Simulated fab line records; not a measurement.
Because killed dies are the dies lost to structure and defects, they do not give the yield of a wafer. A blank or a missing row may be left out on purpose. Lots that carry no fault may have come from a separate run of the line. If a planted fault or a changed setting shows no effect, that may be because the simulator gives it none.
8D (eight disciplines) problem report, filled in by code ; flow berkeley cmos170 ; the parts of the form that need people (team, actions taken, sign-off) are left out
Where a reading is given only as a bound, like >300, the bound stands for it, and a mean or a difference that rests on one is marked > or <: the true number lies beyond.

## 1. WHAT WENT WRONG
M3_AL_THK at UCB170_M3_THK_MEAS_03 reads a mean of <0 nm on 6 wafers of 2 lots; wafers without a fault read 903 nm with a standard deviation of 12. That is <-75 standard deviations from the usual mean.
The step: measures by xrf.
The first sign was on wafer L682.3 at day 9 07:40, on film metro-01. The record has a number at this step for 42 wafers belonging to 14 lots. The rule behind "out" and "out of limits": a value lying over 4 standard deviations away from the usual mean. Any other wafer with a number is counted as sound.

## 2. WHAT THIS IS AND IS NOT
question;is;is not
which readings at this step;M3_AL_THK;-
which lots;L682, L683;L679, L684, L690, L691, L693, L694, L695, L697, L698, L699, L700, L701
which wafers of those lots;all that have a number;-
read on which gauges;film metro-01, film metro-04;film metro-03
when;from day 9 07:40;"up to then (3 sound wafers); but 33 sound wafers of L684, L690, L691, L693, L694, L695, L697, L698, L699, L700, L701 came after"

## 3. WHAT RULES OUT EACH SUSPECT
Counting: a tool at any process step up to the reading remains a suspect when it ran all the lots that are out and ran no sound lot after the first of those.
- the gauge at UCB170_M3_THK_MEAS_03: ruled out. The wafers that are out were read on 2 gauges (film metro-01, film metro-04).
- pvd sputter-01 at UCB170_M3_SPUTTER_01 (material Al, target thk 900 nm, time 120 s): ruled out as a lasting fault. Following L682 (day 9 07:26), the first lot on it that is out, the sound lots L684, L690, L691, L694, L698, L699 were run on it.
Left after counting: nothing in the record.

## 4. THE CAUSE (what the simulator had put in)
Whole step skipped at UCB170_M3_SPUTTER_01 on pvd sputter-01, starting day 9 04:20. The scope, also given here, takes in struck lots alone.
It was ruled out by counting, in error; the rule expects a fault to strike all lots run on its tool from its start on, and this fault did not.

## 5. THE CHAIN OF EFFECTS, in route order
Each row: a reading whose mean over the struck wafers that have a number lies more than 3 standard deviations from the usual. Only readings for which the record gives a usual standard deviation are gone through. hours: the time from each lot's start at the first step in this table that gives one to its start at this step, as a median over the lots. sigmas: the change in usual standard deviations.
hours;step;reading;usual;on struck wafers;change;sigmas
0;UCB170_M3_THK_MEAS_03;M3_AL_THK;903 nm;<0;<-902;<-75
3;UCB170_M3_PROBE_99;defect limited yield;98.8 %;0.0;-98.8;-99 or more
3;UCB170_M3_PROBE_99;killed_at_M0_to_M3;0.8;263.5;+262.7;+99 or more
3;UCB170_M3_PROBE_99;killed dies;3.3;264.0;+260.7;+99 or more
3;UCB170_M3_PROBE_99;killed on rim;1.0;70.0;+69.0;+53
3;UCB170_M3_PROBE_99;sort_bin_3_pad_short;0.1 %;22.4;+22.3;+99 or more
3;UCB170_M3_PROBE_99;sort_bin_5_function;0.7 %;75.1;+74.4;+99 or more
3;UCB170_M3_PROBE_99;sort_bin_6_memory;0.4 %;2.5;+2.1;+5.3
3;UCB170_M3_PROBE_99;sort n pass;260.7;0.0;-260.7;-99 or more
3;UCB170_M3_PROBE_99;sort yield pct;98.8 %;0.0;-98.8;-99 or more
Its process steps:
- UCB170_M3_PROBE_99
Readings that are blank on the struck wafers while sound wafers have them: cathode dc power W at UCB170_M3_SPUTTER_01; chamber pressure pa at UCB170_M3_SPUTTER_01; throttle valve pct at UCB170_M3_SPUTTER_01; M3_AL_RS at UCB170_M3_RS_MEAS_02.

## 6. WHAT WOULD HAVE CAUGHT IT SOONER
3 hours passed between the start of the fault at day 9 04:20 and the first reading out of limits at a measuring or inspecting step in this record, taken at day 9 07:40.
Between UCB170_M3_SPUTTER_01 and UCB170_M3_THK_MEAS_03, UCB170_M3_RS_MEAS_02 gave no M3_AL_RS on the struck wafers, where sound wafers have one: a measuring or inspecting step that comes back empty is itself a sign.
At UCB170_M3_SPUTTER_01 the tool's readings are blank on the struck wafers, where sound wafers have them: an empty tool record is the first sign, and it was there at once.
